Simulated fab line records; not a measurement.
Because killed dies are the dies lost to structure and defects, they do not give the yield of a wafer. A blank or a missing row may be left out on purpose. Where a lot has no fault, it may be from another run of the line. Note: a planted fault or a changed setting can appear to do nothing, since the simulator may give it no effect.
Which tool was responsible? || flow berkeley-cmos170 || 14 lots with 42 wafers sampled at 6 steps, on a route of 331 steps

WHAT THE GAUGES READ, wafer by wafer
UCB170_ACTIVE_OVL_MEAS_14.
{"lot": "L887", "measured": "day 4 00:57", "on": "overlay-01", "ACTIVE_OVL (nm)": "8 -4 3"}
{"lot": "L888", "measured": "day 4 11:20", "on": "overlay-01", "ACTIVE_OVL (nm)": "5 6 2"}
{"lot": "L890", "measured": "day 4 22:01", "on": "overlay-02", "ACTIVE_OVL (nm)": "-2 3 8"}
{"lot": "L889", "measured": "day 4 22:18", "on": "overlay-02", "ACTIVE_OVL (nm)": "1 5 4"}
{"lot": "L897", "measured": "day 6 01:01", "on": "overlay-01", "ACTIVE_OVL (nm)": "-2 7 4"}
{"lot": "L898", "measured": "day 6 07:32", "on": "overlay-01", "ACTIVE_OVL (nm)": "8 13 10"}
{"lot": "L900", "measured": "day 7 01:37", "on": "overlay-01", "ACTIVE_OVL (nm)": "11 -1 5"}
{"lot": "L901", "measured": "day 7 02:13", "on": "overlay-02", "ACTIVE_OVL (nm)": "-11 -6 -7"}
{"lot": "L902", "measured": "day 7 02:21", "on": "overlay-01", "ACTIVE_OVL (nm)": "0 11 4"}
{"lot": "L903", "measured": "day 7 09:41", "on": "overlay-02", "ACTIVE_OVL (nm)": "1 -3 -3"}
{"lot": "L904", "measured": "day 7 09:57", "on": "overlay-01", "ACTIVE_OVL (nm)": "-8 -5 -10"}
{"lot": "L906", "measured": "day 8 06:55", "on": "overlay-01", "ACTIVE_OVL (nm)": "3 -3 1"}
{"lot": "L907", "measured": "day 8 06:57", "on": "overlay-02", "ACTIVE_OVL (nm)": "-1 2 9"}
{"lot": "L908", "measured": "day 8 12:03", "on": "overlay-01", "ACTIVE_OVL (nm)": "8 6 11"}

UCB170_PVT_OVL_MEAS_06.
{"lot": "L887", "measured": "day 5 06:19", "on": "overlay-02", "PVT_OVL (nm)": "4 19 -1"}
{"lot": "L888", "measured": "day 5 14:32", "on": "overlay-01", "PVT_OVL (nm)": "12 2 7"}
{"lot": "L890", "measured": "day 6 04:29", "on": "overlay-02", "PVT_OVL (nm)": "15 13 12"}
{"lot": "L889", "measured": "day 6 04:43", "on": "overlay-02", "PVT_OVL (nm)": "-7 -6 -3"}
{"lot": "L897", "measured": "day 7 10:19", "on": "overlay-01", "PVT_OVL (nm)": "-6 -12 -4"}
{"lot": "L898", "measured": "day 7 14:10", "on": "overlay-02", "PVT_OVL (nm)": "9 8 7"}
{"lot": "L900", "measured": "day 8 09:48", "on": "overlay-01", "PVT_OVL (nm)": "-2 -5 -2"}
{"lot": "L901", "measured": "day 8 09:43", "on": "overlay-02", "PVT_OVL (nm)": "2 17 5"}
{"lot": "L902", "measured": "day 8 10:05", "on": "overlay-01", "PVT_OVL (nm)": "19 12 14"}
{"lot": "L903", "measured": "day 8 17:22", "on": "overlay-01", "PVT_OVL (nm)": "-3 -2 -3"}
{"lot": "L904", "measured": "day 8 17:37", "on": "overlay-02", "PVT_OVL (nm)": "10 -1 6"}
{"lot": "L906", "measured": "day 9 14:24", "on": "overlay-01", "PVT_OVL (nm)": "8 -2 7"}
{"lot": "L907", "measured": "day 9 14:43", "on": "overlay-02", "PVT_OVL (nm)": "3 2 3"}
{"lot": "L908", "measured": "day 9 20:42", "on": "overlay-02", "PVT_OVL (nm)": "-2 1 -2"}

UCB170_PLDD_CD_MEAS_06 targets a cd of 1200 nm.
{"lot": "L887", "measured": "day 5 17:45", "on": "cd-sem-01", "cd-nm (nm)": "1201.0 1202.2 1201.6"}
{"lot": "L888", "measured": "day 6 05:31", "on": "cd-sem-02", "cd-nm (nm)": "1199.9 1199.5 1199.0"}
{"lot": "L890", "measured": "day 6 18:56", "on": "cd-sem-01", "cd-nm (nm)": "1198.7 1198.5 1198.6"}
{"lot": "L889", "measured": "day 6 18:35", "on": "cd-sem-02", "cd-nm (nm)": "1201.4 1203.0 1200.6"}
{"lot": "L897", "measured": "day 7 20:19", "on": "cd-sem-01", "cd-nm (nm)": "1196.8 1197.4 1198.5"}
{"lot": "L898", "measured": "day 8 04:28", "on": "cd-sem-01", "cd-nm (nm)": "1200.0 1199.8 1201.2"}
{"lot": "L900", "measured": "day 8 21:20", "on": "cd-sem-01", "cd-nm (nm)": "1201.2 1200.5 1200.8"}
{"lot": "L901", "measured": "day 8 20:54", "on": "cd-sem-01", "cd-nm (nm)": "1200.5 1199.3 1200.7"}
{"lot": "L902", "measured": "day 8 21:07", "on": "cd-sem-02", "cd-nm (nm)": "1201.0 1202.1 1200.9"}
{"lot": "L903", "measured": "day 9 09:17", "on": "cd-sem-01", "cd-nm (nm)": "1200.6 1199.2 1200.6"}
{"lot": "L904", "measured": "day 9 09:51", "on": "cd-sem-02", "cd-nm (nm)": "1189.0 1187.3 1187.6"}
{"lot": "L906", "measured": "day 10 05:02", "on": "cd-sem-01", "cd-nm (nm)": "1198.3 1200.2 1198.8"}
{"lot": "L907", "measured": "day 10 05:20", "on": "cd-sem-01", "cd-nm (nm)": "1188.8 1190.0 1188.4"}
{"lot": "L908", "measured": "day 10 11:52", "on": "cd-sem-01", "cd-nm (nm)": "1198.8 1199.4 1199.1"}

UCB170_PLDD_TW_MEAS_11.
{"lot": "L887", "measured": "day 5 18:18", "on": "film-metro-04", "PLDD_TW": "1012 1009 1006"}
{"lot": "L888", "measured": "day 6 06:08", "on": "film-metro-04", "PLDD_TW": "1013 1012 1018"}
{"lot": "L890", "measured": "day 6 19:28", "on": "film-metro-02", "PLDD_TW": "1005 1009 1009"}
{"lot": "L889", "measured": "day 6 19:07", "on": "film-metro-02", "PLDD_TW": "1003 1008 1007"}
{"lot": "L897", "measured": "day 7 20:52", "on": "film-metro-04", "PLDD_TW": "1006 1011 1009"}
{"lot": "L898", "measured": "day 8 05:04", "on": "film-metro-04", "PLDD_TW": "1011 1012 1012"}
{"lot": "L900", "measured": "day 8 21:53", "on": "film-metro-03", "PLDD_TW": "1020 1020 1023"}
{"lot": "L901", "measured": "day 8 21:26", "on": "film-metro-03", "PLDD_TW": "1024 1017 1022"}
{"lot": "L902", "measured": "day 8 21:39", "on": "film-metro-04", "PLDD_TW": "1007 1011 1008"}
{"lot": "L903", "measured": "day 9 09:49", "on": "film-metro-03", "PLDD_TW": "1022 1022 1025"}
{"lot": "L904", "measured": "day 9 10:26", "on": "film-metro-03", "PLDD_TW": "1026 1024 1026"}
{"lot": "L906", "measured": "day 10 05:36", "on": "film-metro-02", "PLDD_TW": "1009 1013 1014"}
{"lot": "L907", "measured": "day 10 05:53", "on": "film-metro-04", "PLDD_TW": "1009 1003 1013"}
{"lot": "L908", "measured": "day 10 12:24", "on": "film-metro-02", "PLDD_TW": "1013 1008 1008"}

EACH LOT AND THE TOOL THAT RAN IT (in order: tool; ch and the chambers of the sampled wafers; start)
{"lot": "L887", "UCB170_PLDD_SOFTBAKE_02": "litho-track-04 ch 0, day 5 17:03", "UCB170_PLDD_STRIP_10": "plasma-asher-02 ch 0,1, day 5 18:11"}
{"lot": "L888", "UCB170_PLDD_SOFTBAKE_02": "litho-track-04 ch 0, day 6 04:26", "UCB170_PLDD_STRIP_10": "plasma-asher-03 ch 0,1, day 6 06:02"}
{"lot": "L890", "UCB170_PLDD_SOFTBAKE_02": "litho-track-02 ch 0, day 6 18:03", "UCB170_PLDD_STRIP_10": "plasma-asher-03 ch 0,1, day 6 19:23"}
{"lot": "L889", "UCB170_PLDD_SOFTBAKE_02": "litho-track-01 ch 0, day 6 18:03", "UCB170_PLDD_STRIP_10": "plasma-asher-01 ch 0,1, day 6 19:02"}
{"lot": "L897", "UCB170_PLDD_SOFTBAKE_02": "litho-track-04 ch 0, day 7 19:29", "UCB170_PLDD_STRIP_10": "plasma-asher-02 ch 0,1, day 7 20:46"}
{"lot": "L898", "UCB170_PLDD_SOFTBAKE_02": "litho-track-02 ch 0, day 8 03:46", "UCB170_PLDD_STRIP_10": "plasma-asher-03 ch 1, day 8 04:54"}
{"lot": "L900", "UCB170_PLDD_SOFTBAKE_02": "litho-track-02 ch 0, day 8 20:35", "UCB170_PLDD_STRIP_10": "plasma-asher-03 ch 0,1, day 8 21:47"}
{"lot": "L901", "UCB170_PLDD_SOFTBAKE_02": "litho-track-04 ch 0, day 8 20:14", "UCB170_PLDD_STRIP_10": "plasma-asher-03 ch 0,1, day 8 21:20"}
{"lot": "L902", "UCB170_PLDD_SOFTBAKE_02": "litho-track-01 ch 0, day 8 20:26", "UCB170_PLDD_STRIP_10": "plasma-asher-01 ch 0, day 8 21:32"}
{"lot": "L903", "UCB170_PLDD_SOFTBAKE_02": "litho-track-01 ch 0, day 9 08:25", "UCB170_PLDD_STRIP_10": "plasma-asher-03 ch 0,1, day 9 09:43"}
{"lot": "L904", "UCB170_PLDD_SOFTBAKE_02": "litho-track-01 ch 0, day 9 08:50", "UCB170_PLDD_STRIP_10": "plasma-asher-01 ch 0,1, day 9 10:18"}
{"lot": "L906", "UCB170_PLDD_SOFTBAKE_02": "litho-track-04 ch 0, day 10 04:20", "UCB170_PLDD_STRIP_10": "plasma-asher-02 ch 0,1, day 10 05:30"}
{"lot": "L907", "UCB170_PLDD_SOFTBAKE_02": "litho-track-01 ch 0, day 10 04:41", "UCB170_PLDD_STRIP_10": "plasma-asher-01 ch 0,1, day 10 05:46"}
{"lot": "L908", "UCB170_PLDD_SOFTBAKE_02": "litho-track-02 ch 0, day 10 11:19", "UCB170_PLDD_STRIP_10": "plasma-asher-03 ch 0, day 10 12:17"}
- UCB170_PLDD_SOFTBAKE_02: time 60 s.
- UCB170_PLDD_STRIP_10: strips in O2.

WHAT THE TOOLS THEMSELVES READ (means of the sampled wafers that have a number; where no wafer has one, the mark that the record gives instead)
UCB170_PLDD_SOFTBAKE_02.
{"lot": "L887", "tool": "litho-track-04", "heater-power-total-W (W)": 56.86, "plate-temp-C (C)": 130.07}
{"lot": "L888", "tool": "litho-track-04", "heater-power-total-W (W)": 56.81, "plate-temp-C (C)": 130.03}
{"lot": "L890", "tool": "litho-track-02", "heater-power-total-W (W)": 56.82, "plate-temp-C (C)": 129.84}
{"lot": "L889", "tool": "litho-track-01", "heater-power-total-W (W)": 56.80, "plate-temp-C (C)": 130.06}
{"lot": "L897", "tool": "litho-track-04", "heater-power-total-W (W)": 56.84, "plate-temp-C (C)": 130.10}
{"lot": "L898", "tool": "litho-track-02", "heater-power-total-W (W)": 56.78, "plate-temp-C (C)": 130.16}
{"lot": "L900", "tool": "litho-track-02", "heater-power-total-W (W)": 56.80, "plate-temp-C (C)": 130.08}
{"lot": "L901", "tool": "litho-track-04", "heater-power-total-W (W)": 56.81, "plate-temp-C (C)": 129.70}
{"lot": "L902", "tool": "litho-track-01", "heater-power-total-W (W)": 56.80, "plate-temp-C (C)": 130.18}
{"lot": "L903", "tool": "litho-track-01", "heater-power-total-W (W)": 56.74, "plate-temp-C (C)": 130.07}
{"lot": "L904", "tool": "litho-track-01", "heater-power-total-W (W)": 53.64, "plate-temp-C (C)": 124.46}
{"lot": "L906", "tool": "litho-track-04", "heater-power-total-W (W)": 56.82, "plate-temp-C (C)": 130.03}
{"lot": "L907", "tool": "litho-track-01", "heater-power-total-W (W)": 53.61, "plate-temp-C (C)": 124.34}
{"lot": "L908", "tool": "litho-track-02", "heater-power-total-W (W)": 56.76, "plate-temp-C (C)": 130.06}

UCB170_PLDD_STRIP_10.
{"lot": "L887", "tool": "plasma-asher-02", "drypump-motor-current-A (A)": 5.4, "oes-product-au (a.u.)": 0.736, "strip-time-to-endpoint-s (s)": 21.57}
{"lot": "L888", "tool": "plasma-asher-03", "drypump-motor-current-A (A)": 5.9, "oes-product-au (a.u.)": 0.734, "strip-time-to-endpoint-s (s)": 21.61}
{"lot": "L890", "tool": "plasma-asher-03", "drypump-motor-current-A (A)": 5.9, "oes-product-au (a.u.)": 0.740, "strip-time-to-endpoint-s (s)": 21.62}
{"lot": "L889", "tool": "plasma-asher-01", "drypump-motor-current-A (A)": 5.0, "oes-product-au (a.u.)": 0.734, "strip-time-to-endpoint-s (s)": 21.66}
{"lot": "L897", "tool": "plasma-asher-02", "drypump-motor-current-A (A)": 5.9, "oes-product-au (a.u.)": 0.737, "strip-time-to-endpoint-s (s)": 21.67}
{"lot": "L898", "tool": "plasma-asher-03", "drypump-motor-current-A (A)": 5.2, "oes-product-au (a.u.)": 0.733, "strip-time-to-endpoint-s (s)": 21.58}
{"lot": "L900", "tool": "plasma-asher-03", "drypump-motor-current-A (A)": 5.9, "oes-product-au (a.u.)": 0.738, "strip-time-to-endpoint-s (s)": 21.70}
{"lot": "L901", "tool": "plasma-asher-03", "drypump-motor-current-A (A)": 5.9, "oes-product-au (a.u.)": 0.730, "strip-time-to-endpoint-s (s)": 21.61}
{"lot": "L902", "tool": "plasma-asher-01", "drypump-motor-current-A (A)": 5.5, "oes-product-au (a.u.)": 0.731, "strip-time-to-endpoint-s (s)": 21.66}
{"lot": "L903", "tool": "plasma-asher-03", "drypump-motor-current-A (A)": 5.6, "oes-product-au (a.u.)": 0.733, "strip-time-to-endpoint-s (s)": 21.64}
{"lot": "L904", "tool": "plasma-asher-01", "drypump-motor-current-A (A)": 5.0, "oes-product-au (a.u.)": 0.736, "strip-time-to-endpoint-s (s)": 21.81}
{"lot": "L906", "tool": "plasma-asher-02", "drypump-motor-current-A (A)": 5.9, "oes-product-au (a.u.)": 0.728, "strip-time-to-endpoint-s (s)": 21.59}
{"lot": "L907", "tool": "plasma-asher-01", "drypump-motor-current-A (A)": 5.1, "oes-product-au (a.u.)": 0.734, "strip-time-to-endpoint-s (s)": 21.86}
{"lot": "L908", "tool": "plasma-asher-03", "drypump-motor-current-A (A)": 6.3, "oes-product-au (a.u.)": 0.737, "strip-time-to-endpoint-s (s)": 21.61}

THE ANSWER, worked out from the rows above alone
Rule: the lots themselves supply what counts as usual. Put in order of their means at a reading, lots are off if they are a third of the lots or fewer, leave a main group of 4 or more, and stand apart from it by a gap of 3 or more times the standard deviation of the main group's means; of several such gaps the widest counts. If all means in a main group match to the digits the tables above print for the reading, that group is not used. A lot without any number at a reading at which 4 lots or more have one is off too. The other lots that the step has rows for count as sound. After the gauges, taken in route order, come the tools' own readings; for these a lot's mean is taken, as printed above. The first step at which some lot is off is used, and at that step the reading that is off furthest; a lot without a number counts as furthest.
Off at UCB170_PLDD_CD_MEAS_06 (cd-nm): L904, L907. For the main group the mean is 1200.0 nm and the standard deviation 1.2.
If a tool, at a process step before that reading, ran all the lots that are off and no sound lot after the first of them, it fits. Not tried: the gauges at UCB170_PLDD_CD_MEAS_06; whatever is off there is also off at UCB170_PLDD_SOFTBAKE_02, on other tools, and gauge error can't account for it. One fits: UCB170_PLDD_SOFTBAKE_02 on litho-track-01. A fault onset in the window from L903 (day 9 08:25, its last sound lot) to L904 (day 9 08:50, its first lot off) fits.
The tool's own readings at UCB170_PLDD_SOFTBAKE_02 bear it out: on the lots that are off they differ by more than 5 times the standard deviation of the sound lots' means. heater-power-total-W reads 53.62 W there against 56.80 W on the sound lots; plate-temp-C reads 124.40 C there against 130.03 C on the sound lots.

WHAT THE SIMULATOR PUT IN
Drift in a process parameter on litho-track-01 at UCB170_PLDD_SOFTBAKE_02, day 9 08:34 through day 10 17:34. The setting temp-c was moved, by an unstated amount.
Lots struck among those shown: L904, L907. The rule above reached the same finding.
